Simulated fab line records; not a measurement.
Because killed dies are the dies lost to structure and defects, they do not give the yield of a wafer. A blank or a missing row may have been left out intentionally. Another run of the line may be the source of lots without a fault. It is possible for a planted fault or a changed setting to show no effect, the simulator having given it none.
A lot that was struck, set against a sound lot | flow berkeley-cmos170 | 14 steps out of a route of 331
Sound: wafers L397.1, L397.2, L397.6. Wafers struck: L400.3, L400.4, L400.6. The cause is given at the end.
At each step with rows: each side's tool, then ch and its chambers, then its first start. Under that, the readings that differ: sound wafers | struck wafers | difference of the means | sigmas: that difference in standard deviations of wafers without a fault.
alike: readings with means less than 2 such deviations apart, plus words and numbers identical on both sides. not compared: withheld readings, readings lacking a value on some wafer, bounds such as >300 that could conceal the same value, and numbers that have no deviation in the record and whose values overlap.
The two part at a step that has a row with sigmas, a row that says differs or no value, or rows on one side only. Numbers that have no deviation but don't overlap get no sigmas and don't part them. A reading missing from all wafers of one side parts the sides only when that side holds two or more wafers.

UCB170_PVT_TW_MEAS_09:
  sound: film-metro-02 at day 6 21:31; struck: film-metro-03 at day 8 01:33
  alike: PVT_TW
then, 1 step without rows for these wafers: UCB170_GATE_WET_ETCH_00 (etches SiO2 in dHF, time 200 s).
UCB170_FIELD_THK_MEAS_91:
  sound: film-metro-03 at day 6 21:52; struck: film-metro-02 at day 8 01:40
  reading                     | sound       | struck      | difference | sigmas
  FIELD_OXIDE_LEFT_2_THK (nm) | 362 370 364 | 337 334 339 | -29        | -3
then, 1 step without rows for these wafers: UCB170_GATE_OXIDATION_01 (target thk 6.6 nm, ox time 1800 s).
UCB170_GATE_THK_MEAS_02:
  sound: film-metro-01 at day 7 01:50; struck: film-metro-04 at day 8 06:38
  alike: GATE_OXIDE_THK
then, 2 steps without rows for these wafers: UCB170_GATE_ANNEAL_03 (time 1874 s); UCB170_GATE_CVD_04 (deposits poly-Si from SiH4, time 1440 s, target thk 214 nm).
UCB170_GATE_THK_MEAS_05:
  sound: film-metro-01 at day 7 09:50; struck: film-metro-04 at day 8 13:08
  alike: GATE_POLY_THK
then, 4 steps without rows for these wafers: UCB170_GATE_COAT_06; UCB170_GATE_COAT_07 (resist thk 900 nm); UCB170_GATE_SOFTBAKE_08 (time 60 s); UCB170_GATE_EXPOSE_09 (exposes mask POLY, target cd 350 nm).
UCB170_GATE_PEB_10:
  sound on litho-track-01 ch 0, day 7 11:35; struck on litho-track-04, day 8 15:10
  no value came back on the struck wafers for chill-plate-temp-C (C), exhaust-pa (Pa), plate-temp-C (C); on the sound wafers chill-plate-temp-C (C) reads 22.97 23.08 22.93
then, 1 step without rows for these wafers: UCB170_GATE_DEVELOP_11 (develop time 45 s).

## WHERE THEY PART
Earliest at UCB170_FIELD_THK_MEAS_91; latest, in this record, at UCB170_GATE_PEB_10.

WHY: the cause the simulator had injected
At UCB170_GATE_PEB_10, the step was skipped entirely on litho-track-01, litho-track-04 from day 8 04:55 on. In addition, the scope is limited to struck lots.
